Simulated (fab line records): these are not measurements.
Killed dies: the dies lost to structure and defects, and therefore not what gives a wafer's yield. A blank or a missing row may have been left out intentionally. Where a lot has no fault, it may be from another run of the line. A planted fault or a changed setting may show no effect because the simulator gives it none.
fab line records ; flow rit_cmos ; part 1 of 2: steps 1 to 28 of 41
record: lots: 5; wafers: 15; last_day: 7
route steps=202 shown NSD@140 PSD@142 SDANNEAL@153 PLDD@159 NLDD@160 SILICIDE@161 CONTACT@168
lots that met no fault: from a run of the same line without faults
start_h: hours from the record's opening day to when the first of the lot's shown wafers began ; wait_h: hours since the lot's step before ; " as in the row above ; L1.1+2: one row covering several wafers at once ; - value missing, or start not given ; * or withheld: withheld ; < > ~ a bound
route shown NAME@n: a module of which the file shows steps, and the number in the route of the first ; usual: mean/standard deviation taken from wafers without a fault ; same: alike in all rows ; chamber/n: place in a boat ; sites: readings site by site ; _std_site: the values' standard deviation ; _edge_site: inner sites' mean taken away from outer sites' mean ; radius_mm: how far each site lies from the wafer's centre ; mask NAME#n: copy n ; behind: the tool/chamber that last shaped the wafer ; hold: what put the lot on hold/how long, in hours/how the hold closed ; device: the transistor (n, p or np) that didn't switch ; end of line: tests of these same wafers at the route's end ; step lacking rows: just its recipe ; killed: dies that structure and defects cost at the first sort, which is not the same as the wafer's yield ; map: the dies of a wafer, with x for killed, . for not killed, _ for no die there
set.NAME: the setting that was run; set.NAME@STEP: the one run at that earlier step ; model.NAME: the simulator's own value behind a step, which no gauge read
lots at some steps of the route; a table a step, a row a wafer
services: when a tool's chamber went out of use (start_h, in hours from the record's first day, below 0 if earlier), for how many hours, and the reason
== steps ==
step: RIT_NSD_STRIP_09
recipe: chemistry: O2; time_s: 180; resist: NOVOLAK; platen_temp_c: withheld; power_w: 500; pressure_mtorr: 4000; o2_flow_sccm: 4000
usual: chamber_pressure_mTorr: 4000/3.8; drypump_motor_current_A: 5.6/0.36
lot.wafer;tool;chamber;start_h;wait_h;chamber_pressure_mTorr;drypump_motor_current_A;rf_hours_counter_h
L075.2;plasma_asher-03;1;53.47;0.1;3997;5.5;40
L075.3;plasma_asher-03;1;53.47;0.1;4002;5.4;-
L075.5;plasma_asher-03;0;53.47;0.1;4008;5.2;-
L077.1;plasma_asher-01;1;67.83;0.1;3996;5.8;43
L077.4;plasma_asher-01;0;67.83;0.1;3996;5.9;-
L077.5;plasma_asher-01;0;67.83;0.1;4002;5.9;-
L081.2;plasma_asher-02;1;88.81;0.1;3998;4.9;43
L081.4;plasma_asher-02;0;88.81;0.1;3997;5.6;-
L081.5;plasma_asher-02;1;88.81;0.1;4003;4.9;-
L085.2;plasma_asher-02;0;109.44;0.1;4003;5.6;45
L085.4;plasma_asher-02;0;109.44;0.1;3995;5.6;-
L085.6;plasma_asher-02;1;109.44;0.1;4006;4.9;-
L097.1;plasma_asher-01;1;166.41;0.1;4001;5.8;6
L097.5;plasma_asher-01;0;166.41;0.1;4000;5.9;-
L097.6;plasma_asher-01;1;166.41;0.1;3996;5.8;-
step: RIT_NSD_TW_MEAS_10
usual: NSD_TW: 3120/20
lot.wafer;tool;chamber;start_h;wait_h;NSD_TW
L075.2;film_metro-04;-;53.66;0.1;3149
L075.3;film_metro-04;-;53.66;0.1;3136
L075.5;film_metro-04;-;53.66;0.1;3135
L077.1;film_metro-02;-;68.01;0.1;3118
L077.4;film_metro-02;-;68.01;0.1;3135
L077.5;film_metro-02;-;68.01;0.1;3142
L081.2;film_metro-03;-;88.99;0.1;3098
L081.4;film_metro-03;-;88.99;0.1;3104
L081.5;film_metro-03;-;88.99;0.1;3100
L085.2;film_metro-04;-;109.63;0.1;3126
L085.4;film_metro-04;-;109.63;0.1;3121
L085.6;film_metro-04;-;109.63;0.1;3109
L097.1;film_metro-04;-;166.59;0.1;3143
L097.5;film_metro-04;-;166.59;0.1;3147
L097.6;film_metro-04;-;166.59;0.1;3139
step: RIT_PSD_HMDS_00
recipe: prime_time_s: 60; prime_temp_c: 140
lot.wafer;tool;chamber;start_h;wait_h
L075.2+3+5;litho_track-02;0;53.73;0.1
L077.1+4+5;litho_track-03;0;68.07;0.1
L081.2+4+5;litho_track-02;0;89.07;0.1
L085.2+4+6;litho_track-03;0;109.70;0.1
L097.1+5+6;litho_track-01;0;166.92;0.3
step: RIT_PSD_COAT_01
recipe: resist: NOVOLAK; spin_rpm: 3250; resist_thk_nm: 1000
lot.wafer;tool;chamber;start_h;wait_h
L075.2+3+5;litho_track-02;0;53.88;0.1
L077.1+4+5;litho_track-03;0;68.22;0.1
L081.2+4+5;litho_track-02;0;89.22;0.1
L085.2+4+6;litho_track-03;0;109.85;0.1
L097.1+5+6;litho_track-01;0;167.07;0.1
step: RIT_PSD_SOFTBAKE_02
recipe: resist: NOVOLAK; temp_c: 90; time_s: 60
lot.wafer;tool;chamber;start_h;wait_h
L075.2+3+5;litho_track-02;0;54.03;0.1
L077.1+4+5;litho_track-03;0;68.37;0.1
L081.2+4+5;litho_track-02;0;89.37;0.1
L085.2+4+6;litho_track-03;0;110.00;0.1
L097.1+5+6;litho_track-01;0;167.22;0.1
step: RIT_PSD_EXPOSE_03
recipe: mask_id: M10; na: 0.57; target_cd_nm: 40900; dose_mj: 250
lot.wafer;tool;chamber;start_h;wait_h;mask
L075.2+3+5;iline_stepper-01;0;54.30;0.2;M10#0
L077.1+4+5;iline_stepper-02;0;68.52;0.1;M10#0
L081.2+4+5;iline_stepper-02;0;89.51;0.1;M10#0
L085.2+4+6;iline_stepper-02;0;110.15;0.1;M10#0
L097.1+5+6;iline_stepper-02;0;167.49;0.2;M10#0
step: RIT_PSD_PEB_04
recipe: resist: NOVOLAK; temp_c: withheld; time_s: withheld
lot.wafer;tool;chamber;start_h;wait_h
L075.2+3+5;litho_track-03;0;54.42;0.1
L077.1+4+5;litho_track-02;0;68.63;0.1
L081.2+4+5;litho_track-01;0;89.63;0.1
L085.2+4+6;litho_track-01;0;110.27;0.1
L097.1+5+6;litho_track-03;0;167.67;0.2
step: RIT_PSD_DEVELOP_05
recipe: resist: NOVOLAK; develop_time_s: 50; dev_temp_c: 23
lot.wafer;tool;chamber;start_h;wait_h
L075.2+3+5;litho_track-03;0;-;-
L077.1+4+5;litho_track-02;0;-;-
L081.2+4+5;litho_track-01;0;-;-
L085.2+4+6;litho_track-01;0;-;-
L097.1+5+6;litho_track-03;0;-;-
step: RIT_PSD_OVL_MEAS_06
usual: PSD_OVL: 0.9/1.3
lot.wafer;tool;chamber;start_h;wait_h;PSD_OVL[nm]
L075.2;overlay-02;-;54.69;-;-0.7
L075.3;overlay-02;-;54.69;-;-0.7
L075.5;overlay-02;-;54.69;-;0.4
L077.1;overlay-02;-;68.92;-;2.2
L077.4;overlay-02;-;68.92;-;1.4
L077.5;overlay-02;-;68.92;-;0.8
L081.2;overlay-01;-;89.90;-;0.8
L081.4;overlay-01;-;89.90;-;2.7
L081.5;overlay-01;-;89.90;-;2.2
L085.2;overlay-02;-;110.53;-;2.9
L085.4;overlay-02;-;110.53;-;0.5
L085.6;overlay-02;-;110.53;-;1.6
L097.1;overlay-01;-;167.95;-;0.5
L097.5;overlay-01;-;167.95;-;0.5
L097.6;overlay-01;-;167.95;-;1.5
step: RIT_PSD_HARDBAKE_07
recipe: resist: NOVOLAK; temp_c: 140; time_s: 60
lot.wafer;tool;chamber;start_h;wait_h
L075.2+3+5;litho_track-02;0;54.74;0.0
L077.1+4+5;litho_track-02;0;68.95;0.0
L081.2+4+5;litho_track-03;0;89.95;0.0
L085.2+4+6;litho_track-02;0;110.59;0.1
L097.1+5+6;litho_track-01;0;167.99;0.0
step: RIT_PSD_IMPLANT_08
recipe: species: BF2; energy_kev: 27; dose_cm2: 5e+15; tilt_deg: 7
usual: beam_on_s: 11.4/1.1
lot.wafer;tool;chamber;start_h;wait_h;beam_on_s
L075.2;implanter-02;0;54.89;0.1;9.8
L075.3;implanter-02;0;54.89;0.1;10.1
L075.5;implanter-02;0;54.89;0.1;9.8
L077.1;implanter-02;0;69.10;0.1;9.9
L077.4;implanter-02;0;69.10;0.1;10.5
L077.5;implanter-02;0;69.10;0.1;10.0
L081.2;implanter-04;0;90.10;0.1;12.4
L081.4;implanter-04;0;90.10;0.1;12.2
L081.5;implanter-04;0;90.10;0.1;12.3
L085.2;implanter-04;0;110.74;0.1;12.3
L085.4;implanter-04;0;110.74;0.1;12.6
L085.6;implanter-04;0;110.74;0.1;12.0
L097.1;implanter-04;0;168.14;0.1;12.3
L097.5;implanter-04;0;168.14;0.1;12.2
L097.6;implanter-04;0;168.14;0.1;12.4
step: RIT_PSD_STRIP_09
recipe: chemistry: O2; time_s: 180; resist: NOVOLAK; platen_temp_c: withheld; power_w: 500; pressure_mtorr: 4000; o2_flow_sccm: 4000
usual: chamber_pressure_mTorr: 4000/3.5; drypump_motor_current_A: 5.7/0.4
lot.wafer;tool;chamber;start_h;wait_h;chamber_pressure_mTorr;drypump_motor_current_A;rf_hours_counter_h
L075.2;plasma_asher-01;1;55.02;0.1;4003;5.8;42
L075.3;plasma_asher-01;0;55.02;0.1;4001;5.9;-
L075.5;plasma_asher-01;1;55.02;0.1;4001;5.8;-
L077.1;plasma_asher-04;0;69.25;0.1;4005;6.1;27
L077.4;plasma_asher-04;1;69.25;0.1;3997;5.2;-
L077.5;plasma_asher-04;0;69.25;0.1;3997;6.1;-
L081.2;plasma_asher-04;1;90.23;0.1;3999;5.3;30
L081.4;plasma_asher-04;1;90.23;0.1;3999;5.3;-
L081.5;plasma_asher-04;1;90.23;0.1;3995;5.2;-
L085.2;plasma_asher-04;1;110.86;0.1;3997;5.3;32
L085.4;plasma_asher-04;0;110.86;0.1;4003;6.1;-
L085.6;plasma_asher-04;0;110.86;0.1;4000;6.1;-
L097.1;plasma_asher-04;1;168.30;0.1;3994;5.2;39
L097.5;plasma_asher-04;1;168.30;0.1;4002;5.3;-
L097.6;plasma_asher-04;0;168.30;0.1;3999;6.1;-
step: RIT_PSD_TW_MEAS_10
usual: PSD_TW: 3427/20
lot.wafer;tool;chamber;start_h;wait_h;PSD_TW
L075.2;film_metro-02;-;55.20;0.1;3461
L075.3;film_metro-02;-;55.20;0.1;3460
L075.5;film_metro-02;-;55.20;0.1;3426
L077.1;film_metro-03;-;69.43;0.1;3424
L077.4;film_metro-03;-;69.43;0.1;3415
L077.5;film_metro-03;-;69.43;0.1;3387
L081.2;film_metro-02;-;90.41;0.1;3450
L081.4;film_metro-02;-;90.41;0.1;3461
L081.5;film_metro-02;-;90.41;0.1;3426
L085.2;film_metro-02;-;111.05;0.1;3439
L085.4;film_metro-02;-;111.05;0.1;3425
L085.6;film_metro-02;-;111.05;0.1;3429
L097.1;film_metro-02;-;168.47;0.1;3430
L097.5;film_metro-02;-;168.47;0.1;3414
L097.6;film_metro-02;-;168.47;0.1;3421
step: RIT_SDANNEAL_CLEAN_00
recipe: chemistry: SC1; mix: 3:3:50; time_s: 600; temp_c: 75
usual: bath_guard_temp_C: 75.1/0.58; temp_c: 74.99/0.14
lot.wafer;tool;chamber;start_h;wait_h;bath_guard_temp_C;temp_c
L075.2;wet_bench-04;2;55.25;0.0;74.9;74.97
L075.3;wet_bench-04;2;55.25;0.0;75.3;75.13
L075.5;wet_bench-04;2;55.25;0.0;74.9;75.08
L077.1;wet_bench-02;2;69.49;0.1;74.2;74.90
L077.4;wet_bench-02;2;69.49;0.1;73.9;74.91
L077.5;wet_bench-02;2;69.49;0.1;74.1;75.06
L081.2;wet_bench-02;2;90.46;0.0;74.2;75.05
L081.4;wet_bench-02;2;90.46;0.0;74.1;74.90
L081.5;wet_bench-02;2;90.46;0.0;74.1;74.94
L085.2;wet_bench-01;1;111.10;0.0;75.8;74.99
L085.4;wet_bench-01;1;111.10;0.0;75.9;74.95
L085.6;wet_bench-01;1;111.10;0.0;75.9;74.80
L097.1;wet_bench-01;3;168.53;0.1;75.1;74.98
L097.5;wet_bench-01;3;168.53;0.1;75.0;75.12
L097.6;wet_bench-01;3;168.53;0.1;74.8;74.84
step: RIT_SDANNEAL_CLEAN_01
recipe: chemistry: dHF; dilution: 50:1; time_s: 30
lot.wafer;tool;chamber;start_h;wait_h
L075.2+3+5;wet_bench-02;0;55.43;0.0
L077.1+4+5;wet_bench-02;3;69.68;0.0
L081.2+4+5;wet_bench-02;2;90.65;0.0
L085.2+4+6;wet_bench-02;0;111.31;0.0
L097.1+5+6;wet_bench-02;3;168.72;0.0
step: RIT_SDANNEAL_CLEAN_02
recipe: chemistry: SC2; mix: 3:3:50; time_s: 600; temp_c: 75; dry: n2_spin
usual: bath_guard_temp_C: 75.2/0.48; temp_c: 74.99/0.13
lot.wafer;tool;chamber;start_h;wait_h;bath_guard_temp_C;temp_c
L075.2;wet_bench-04;1;55.45;0.0;75.6;74.97
L075.3;wet_bench-04;1;55.45;0.0;75.7;74.99
L075.5;wet_bench-04;1;55.45;0.0;75.5;75.12
L077.1;wet_bench-02;2;69.70;0.0;73.8;74.85
L077.4;wet_bench-02;2;69.70;0.0;74.1;74.95
L077.5;wet_bench-02;2;69.70;0.0;73.9;75.02
L081.2;wet_bench-04;0;90.67;0.0;75.9;75.03
L081.4;wet_bench-04;0;90.67;0.0;75.1;75.05
L081.5;wet_bench-04;0;90.67;0.0;75.4;74.96
L085.2;wet_bench-01;1;111.32;0.0;75.8;74.96
L085.4;wet_bench-01;1;111.32;0.0;76.0;74.90
L085.6;wet_bench-01;1;111.32;0.0;76.2;75.07
L097.1;wet_bench-01;1;168.74;0.0;75.8;74.79
L097.5;wet_bench-01;1;168.74;0.0;75.5;74.85
L097.6;wet_bench-01;1;168.74;0.0;75.9;74.97
step: RIT_SDANNEAL_RTA_03
recipe: temp_c: 1050; time_s: 5; idle_temp_c: 600; ramp_up_c_per_s: 342; ramp_down_c_per_s: 171; cool_to_c: 600; ambient: N2
usual: ramp_down_c_per_s: 171.01/0.03; wafer_temp_C_max: 1053.5/1.2
lot.wafer;tool;chamber;start_h;wait_h;ramp_down_c_per_s;wafer_temp_C_max
L075.2;rtp_anneal-01;0;55.63;0.0;171.03;1053.0
L075.3;rtp_anneal-01;0;55.63;0.0;171.01;1052.3
L075.5;rtp_anneal-01;0;55.63;0.0;171.00;1052.5
L077.1;rtp_anneal-01;0;69.89;0.0;170.99;1054.7
L077.4;rtp_anneal-01;0;69.89;0.0;171.05;1052.6
L077.5;rtp_anneal-01;0;69.89;0.0;171.04;1052.3
L081.2;rtp_anneal-01;0;90.86;0.0;170.98;1052.7
L081.4;rtp_anneal-01;0;90.86;0.0;171.04;1054.5
L081.5;rtp_anneal-01;0;90.86;0.0;171.01;1052.8
L085.2;rtp_anneal-01;0;111.54;0.0;171.07;1055.0
L085.4;rtp_anneal-01;0;111.54;0.0;171.06;1053.9
L085.6;rtp_anneal-01;0;111.54;0.0;170.98;1054.3
L097.1;rtp_anneal-02;0;168.93;0.0;171.02;1054.0
L097.5;rtp_anneal-02;0;168.93;0.0;170.97;1053.8
L097.6;rtp_anneal-02;0;168.93;0.0;171.02;1052.5
step: RIT_SDANNEAL_RS_MEAS_04
recipe: thk_meas_gauge: four-point-probe
usual: PSD_RS: 115.9/0.31
lot.wafer;tool;chamber;start_h;wait_h;PSD_RS[ohm/sq]
L075.2;film_metro-03;-;55.70;0.1;115.8
L075.3;film_metro-03;-;55.70;0.1;115.7
L075.5;film_metro-03;-;55.70;0.1;115.8
L077.1;film_metro-03;-;69.94;0.0;116.3
L077.4;film_metro-03;-;69.94;0.0;115.7
L077.5;film_metro-03;-;69.94;0.0;116.0
L081.2;film_metro-04;-;90.93;0.1;116.0
L081.4;film_metro-04;-;90.93;0.1;116.0
L081.5;film_metro-04;-;90.93;0.1;116.2
L085.2;film_metro-02;-;111.61;0.1;115.8
L085.4;film_metro-02;-;111.61;0.1;115.7
L085.6;film_metro-02;-;111.61;0.1;115.4
L097.1;film_metro-03;-;168.99;0.0;116.1
L097.5;film_metro-03;-;168.99;0.0;116.2
L097.6;film_metro-03;-;168.99;0.0;115.7
step: RIT_SDANNEAL_RS_MEAS_05
recipe: thk_meas_gauge: four-point-probe
usual: NSD_RS: 84.60/0.29
lot.wafer;tool;chamber;start_h;wait_h;NSD_RS[ohm/sq]
L075.2;film_metro-03;-;55.82;0.1;84.34
L075.3;film_metro-03;-;55.82;0.1;84.24
L075.5;film_metro-03;-;55.82;0.1;84.46
L077.1;film_metro-03;-;70.06;0.1;84.78
L077.4;film_metro-03;-;70.06;0.1;84.43
L077.5;film_metro-03;-;70.06;0.1;84.63
L081.2;film_metro-04;-;91.05;0.1;84.71
L081.4;film_metro-04;-;91.05;0.1;84.90
L081.5;film_metro-04;-;91.05;0.1;84.72
L085.2;film_metro-02;-;111.73;0.1;84.26
L085.4;film_metro-02;-;111.73;0.1;84.55
L085.6;film_metro-02;-;111.73;0.1;84.40
L097.1;film_metro-03;-;169.11;0.1;84.04
L097.5;film_metro-03;-;169.11;0.1;84.15
L097.6;film_metro-03;-;169.11;0.1;84.34
step: RIT_SDANNEAL_RS_MEAS_06
recipe: thk_meas_gauge: four-point-probe
usual: PLDD_RS: 178.7/0.52
lot.wafer;tool;chamber;start_h;wait_h;PLDD_RS[ohm/sq]
L075.2;film_metro-03;-;55.94;0.1;178.5
L075.3;film_metro-03;-;55.94;0.1;179.0
L075.5;film_metro-03;-;55.94;0.1;178.4
L077.1;film_metro-03;-;70.18;0.1;178.8
L077.4;film_metro-03;-;70.18;0.1;178.3
L077.5;film_metro-03;-;70.18;0.1;178.5
L081.2;film_metro-04;-;91.17;0.1;178.6
L081.4;film_metro-04;-;91.17;0.1;178.8
L081.5;film_metro-04;-;91.17;0.1;178.6
L085.2;film_metro-02;-;111.85;0.1;178.5
L085.4;film_metro-02;-;111.85;0.1;178.7
L085.6;film_metro-02;-;111.85;0.1;178.4
L097.1;film_metro-03;-;169.23;0.1;179.1
L097.5;film_metro-03;-;169.23;0.1;178.8
L097.6;film_metro-03;-;169.23;0.1;178.3
step: RIT_SDANNEAL_RS_MEAS_07
recipe: thk_meas_gauge: four-point-probe
usual: NLDD_RS: 151.6/0.48
lot.wafer;tool;chamber;start_h;wait_h;NLDD_RS[ohm/sq]
L075.2;film_metro-03;-;56.06;0.1;152.8
L075.3;film_metro-03;-;56.06;0.1;152.6
L075.5;film_metro-03;-;56.06;0.1;152.1
L077.1;film_metro-03;-;70.30;0.1;151.6
L077.4;film_metro-03;-;70.30;0.1;151.8
L077.5;film_metro-03;-;70.30;0.1;151.5
L081.2;film_metro-04;-;91.29;0.1;152.5
L081.4;film_metro-04;-;91.29;0.1;151.6
L081.5;film_metro-04;-;91.29;0.1;152.0
L085.2;film_metro-02;-;111.97;0.1;151.5
L085.4;film_metro-02;-;111.97;0.1;151.6
L085.6;film_metro-02;-;111.97;0.1;151.9
L097.1;film_metro-03;-;169.35;0.1;152.0
L097.5;film_metro-03;-;169.35;0.1;151.0
L097.6;film_metro-03;-;169.35;0.1;151.9
step: RIT_SILICIDE_WET_ETCH_00
recipe: chemistry: BOE; target: SiO2; target_depth_nm: 14; time_s: 15; dry: n2_spin; dilution: 10:1; temp_c: 21.5
usual: temp_c: 21.52/0.096
lot.wafer;tool;chamber;start_h;wait_h;temp_c
L075.2;wet_bench-02;1;56.16;0.1;21.48
L075.3;wet_bench-02;1;56.16;0.1;21.61
L075.5;wet_bench-02;1;56.16;0.1;21.49
L077.1;wet_bench-04;1;70.42;0.1;21.46
L077.4;wet_bench-04;1;70.42;0.1;21.58
L077.5;wet_bench-04;1;70.42;0.1;21.67
L081.2;wet_bench-02;2;91.39;0.1;21.43
L081.4;wet_bench-02;2;91.39;0.1;21.53
L081.5;wet_bench-02;2;91.39;0.1;21.45
L085.2;wet_bench-03;0;112.07;0.1;21.60
L085.4;wet_bench-03;0;112.07;0.1;21.61
L085.6;wet_bench-03;0;112.07;0.1;21.65
L097.1;wet_bench-03;0;169.47;0.1;21.45
L097.5;wet_bench-03;0;169.47;0.1;21.45
L097.6;wet_bench-03;0;169.47;0.1;21.62
step: RIT_SILICIDE_SPUTTER_01
recipe: material: Ti; target_thk_nm: 30; power_w: 350; chamber_pressure_pa: 0.667; gas: Ar; time_s: 240; substrate_temp_c: 25
usual: substrate_temp_c: 25.02/0.11; throttle_valve_pct: 29.8/0.78
lot.wafer;tool;chamber;start_h;wait_h;substrate_temp_c;throttle_valve_pct
L075.2;pvd_sputter-03;-;56.17;0.0;24.95;30.1
L075.3;pvd_sputter-03;-;56.17;0.0;25.08;29.1
L075.5;pvd_sputter-03;-;56.17;0.0;25.16;28.9
L077.1;pvd_sputter-03;-;70.44;0.0;25.22;29.3
L077.4;pvd_sputter-03;-;70.44;0.0;25.06;29.5
L077.5;pvd_sputter-03;-;70.44;0.0;25.10;30.3
L081.2;pvd_sputter-03;-;91.40;0.0;25.03;29.6
L081.4;pvd_sputter-03;-;91.40;0.0;24.84;30.4
L081.5;pvd_sputter-03;-;91.40;0.0;24.96;30.3
L085.2;pvd_sputter-03;-;112.08;0.0;24.94;29.7
L085.4;pvd_sputter-03;-;112.08;0.0;25.05;29.1
L085.6;pvd_sputter-03;-;112.08;0.0;25.25;29.7
L097.1;pvd_sputter-01;-;169.48;0.0;24.96;30.7
L097.5;pvd_sputter-01;-;169.48;0.0;25.04;29.4
L097.6;pvd_sputter-01;-;169.48;0.0;25.01;30.9
step: RIT_SILICIDE_RS_MEAS_02
recipe: thk_meas_gauge: four-point-probe; reads: Ti_of_SILICIDE_SPUTTER_01
usual: SILICIDE_TI_RS: 47.9/0.64
lot.wafer;tool;chamber;start_h;wait_h;SILICIDE_TI_RS[ohm/sq]
L075.2;film_metro-04;-;56.34;0.1;47.5
L075.3;film_metro-04;-;56.34;0.1;47.8
L075.5;film_metro-04;-;56.34;0.1;47.8
L077.1;film_metro-01;-;70.59;0.1;48.4
L077.4;film_metro-01;-;70.59;0.1;48.2
L077.5;film_metro-01;-;70.59;0.1;49.0
L081.2;film_metro-01;-;91.57;0.1;46.6
L081.4;film_metro-01;-;91.57;0.1;47.3
L081.5;film_metro-01;-;91.57;0.1;47.2
L085.2;film_metro-01;-;112.25;0.1;46.7
L085.4;film_metro-01;-;112.25;0.1;47.5
L085.6;film_metro-01;-;112.25;0.1;47.1
L097.1;film_metro-01;-;169.63;0.1;48.0
L097.5;film_metro-01;-;169.63;0.1;47.7
L097.6;film_metro-01;-;169.63;0.1;47.9
step: RIT_SILICIDE_THK_MEAS_03
recipe: thk_meas_gauge: xrf; reads: Ti_of_SILICIDE_SPUTTER_01
usual: SILICIDE_TI_THK: 30.3/0.33
lot.wafer;tool;chamber;start_h;wait_h;SILICIDE_TI_THK[nm]
L075.2;film_metro-04;-;56.45;0.1;30.6
L075.3;film_metro-04;-;56.45;0.1;30.3
L075.5;film_metro-04;-;56.45;0.1;30.3
L077.1;film_metro-01;-;70.71;0.1;30.2
L077.4;film_metro-01;-;70.71;0.1;30.2
L077.5;film_metro-01;-;70.71;0.1;29.7
L081.2;film_metro-01;-;91.68;0.1;31.0
L081.4;film_metro-01;-;91.68;0.1;30.5
L081.5;film_metro-01;-;91.68;0.1;30.7
L085.2;film_metro-01;-;112.36;0.1;30.6
L085.4;film_metro-01;-;112.36;0.1;30.3
L085.6;film_metro-01;-;112.36;0.1;30.4
L097.1;film_metro-01;-;169.75;0.1;30.1
L097.5;film_metro-01;-;169.75;0.1;30.5
L097.6;film_metro-01;-;169.75;0.1;30.3
step: RIT_SILICIDE_RTA_04
recipe: temp_c: 650; time_s: 10; idle_temp_c: 25; ramp_up_s: 5; ramp_down_s: 5; cool_to_c: 25; ambient: N2
usual: wafer_temp_C_max: 652.6/0.67
lot.wafer;tool;chamber;start_h;wait_h;wafer_temp_C_max
L075.2;rtp_anneal-01;0;56.51;0.1;652.5
L075.3;rtp_anneal-01;0;56.51;0.1;652.3
L075.5;rtp_anneal-01;0;56.51;0.1;652.3
L077.1;rtp_anneal-01;0;70.77;0.1;651.8
L077.4;rtp_anneal-01;0;70.77;0.1;652.5
L077.5;rtp_anneal-01;0;70.77;0.1;652.8
L081.2;rtp_anneal-01;0;91.74;0.1;653.2
L081.4;rtp_anneal-01;0;91.74;0.1;652.7
L081.5;rtp_anneal-01;0;91.74;0.1;653.1
L085.2;rtp_anneal-01;0;112.42;0.1;652.4
L085.4;rtp_anneal-01;0;112.42;0.1;652.3
L085.6;rtp_anneal-01;0;112.42;0.1;652.4
L097.1;rtp_anneal-01;0;169.81;0.1;652.6
L097.5;rtp_anneal-01;0;169.81;0.1;652.4
L097.6;rtp_anneal-01;0;169.81;0.1;652.2
step: RIT_SILICIDE_WET_ETCH_05
recipe: chemistry: SPM; target: Ti; temp_c: 90; time_s: 120; dry: n2_spin
usual: bath_guard_temp_C: 90.2/0.51; temp_c: 90.01/0.13
lot.wafer;tool;chamber;start_h;wait_h;bath_guard_temp_C;temp_c
L075.2;wet_bench-04;1;56.57;0.0;90.7;89.84
L075.3;wet_bench-04;1;56.57;0.0;90.2;90.02
L075.5;wet_bench-04;1;56.57;0.0;90.4;90.17
L077.1;wet_bench-02;3;70.83;0.1;91.0;89.74
L077.4;wet_bench-02;3;70.83;0.1;90.9;89.85
L077.5;wet_bench-02;3;70.83;0.1;90.8;89.89
L081.2;wet_bench-04;0;91.80;0.0;90.5;90.05
L081.4;wet_bench-04;0;91.80;0.0;90.5;90.00
L081.5;wet_bench-04;0;91.80;0.0;90.9;90.13
L085.2;wet_bench-04;3;112.48;0.0;90.3;90.13
L085.4;wet_bench-04;3;112.48;0.0;90.2;90.11
L085.6;wet_bench-04;3;112.48;0.0;89.8;89.86
L097.1;wet_bench-02;0;169.88;0.1;89.9;90.10
L097.5;wet_bench-02;0;169.88;0.1;90.0;89.96
L097.6;wet_bench-02;0;169.88;0.1;89.8;89.98
step: RIT_SILICIDE_RTA_06
recipe: temp_c: 750; time_s: 10; idle_temp_c: 25; ramp_up_s: 5; ramp_down_s: 10; cool_to_c: 25; ambient: N2
usual: wafer_temp_C_max: 753.1/0.71
lot.wafer;tool;chamber;start_h;wait_h;wafer_temp_C_max
L075.2;rtp_anneal-01;0;56.62;0.0;752.6
L075.3;rtp_anneal-01;0;56.62;0.0;753.3
L075.5;rtp_anneal-01;0;56.62;0.0;755.0
L077.1;rtp_anneal-01;0;70.88;0.0;753.4
L077.4;rtp_anneal-01;0;70.88;0.0;752.4
L077.5;rtp_anneal-01;0;70.88;0.0;753.3
L081.2;rtp_anneal-01;0;91.85;0.0;752.9
L081.4;rtp_anneal-01;0;91.85;0.0;753.3
L081.5;rtp_anneal-01;0;91.85;0.0;753.0
L085.2;rtp_anneal-01;0;112.53;0.0;752.7
L085.4;rtp_anneal-01;0;112.53;0.0;753.4
L085.6;rtp_anneal-01;0;112.53;0.0;752.4
L097.1;rtp_anneal-02;0;169.92;0.0;753.4
L097.5;rtp_anneal-02;0;169.92;0.0;753.3
L097.6;rtp_anneal-02;0;169.92;0.0;753.8
